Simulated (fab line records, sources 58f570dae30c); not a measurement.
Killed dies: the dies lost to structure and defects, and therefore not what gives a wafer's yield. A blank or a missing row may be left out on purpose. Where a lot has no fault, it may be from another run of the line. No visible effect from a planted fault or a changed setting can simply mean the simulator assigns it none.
A lot that was struck, set against a sound lot + flow berkeley cmos170 + 14 out of 331 route steps
Sound: the wafers L925.4, L925.5, L925.6. The struck wafers were L931.3, L931.4, L931.5. The cause comes at the end.
Each step with rows lists, per side, the tool, then ch with its chambers, then its first start. Under that, the readings that differ: sound wafers + struck wafers + difference of the means + sigmas: that difference in standard deviations of wafers without a fault.
alike: readings with means less than 2 such deviations apart, plus words and numbers identical on both sides. not compared: withheld readings, readings lacking a value on some wafer, bounds such as >300 that could conceal the same value, and numbers that have no deviation in the record and whose values overlap.
Wherever a step has rows on one side only, a row that says differs or no value, or a row with sigmas, the two part there. Numbers that don't overlap but have no deviation are shown without sigmas and don't part them. A reading that every wafer of one side lacks parts them only if that side has two wafers or more.

UCB170_PLDD_CD_MEAS_06: the cd target is 1200 nm.
  sound on cd sem-01, day 8 15:32; struck on cd sem-01, day 9 23:47
| reading    | sound                | struck               | difference | sigmas |
|------------|----------------------|----------------------|------------|--------|
| cd nm (nm) | 1202.3 1202.5 1202.4 | 1198.3 1199.2 1200.3 | -3.1       | -2     |
UCB170_PLDD_OVL_MEAS_07:
  sound on overlay-01, day 8 15:37; struck on overlay-02, day 9 23:52
  alike: PLDD_OVL
then, 2 steps without rows for these wafers: UCB170_PLDD_IMPLANT_08; UCB170_PLDD_IMPLANT_09.
UCB170_PLDD_STRIP_10: strips in O2.
  sound on plasma asher-02 ch 0,1, day 8 15:58; struck on plasma asher-04 ch 0,1, day 10 00:14
  alike: chamber pressure mTorr, drypump motor current A, oes product au, strip time to endpoint s
  not compared: rf hours counter h
UCB170_PLDD_TW_MEAS_11:
  sound on film metro-04, day 8 16:04; struck on film metro-02, day 10 00:19
  alike: PLDD_TW
then, 6 steps without rows for these wafers: UCB170_PLDD_CLEAN_12 (cleans in SPM, time 600 s); UCB170_NLDD_HMDS_00 (prime time 60 s); UCB170_NLDD_COAT_01 (resist thk 900 nm); UCB170_NLDD_SOFTBAKE_02 (time 60 s); UCB170_NLDD_EXPOSE_03 (exposes mask NSELECT, target cd 1200 nm); UCB170_NLDD_PEB_04.
UCB170_NLDD_DEVELOP_05: develop time 45 s.
  struck on litho track-04, day 10 02:00; sound on litho track-02 ch 0, day 8 18:00
  no value came back on the struck wafers for chill plate temp C (C), develop time s (s); on the sound wafers chill plate temp C (C) reads 22.97 22.98 23.04
| reading                               | sound           | struck            | difference | sigmas |
|---------------------------------------|-----------------|-------------------|------------|--------|
| model.KrF_of_NLDD_COAT_01.thk nm (nm) | 885.7 882 885.4 | 898.6 898.6 897.3 | +13.8      |        |
UCB170_NLDD_CD_MEAS_06: the cd target is 1200 nm.
  sound on cd sem-01, day 8 18:26; struck on cd sem-01, day 10 02:51
| reading    | sound                | struck | difference                    | sigmas |
|------------|----------------------|--------|-------------------------------|--------|
| cd nm (nm) | 1198.2 1200.1 1197.9 | - - -  | no value on the struck wafers |        |

WHERE THEY PART
Earliest at UCB170_PLDD_CD_MEAS_06; latest, in this record, at UCB170_NLDD_CD_MEAS_06.

WHY: the cause the simulator had injected
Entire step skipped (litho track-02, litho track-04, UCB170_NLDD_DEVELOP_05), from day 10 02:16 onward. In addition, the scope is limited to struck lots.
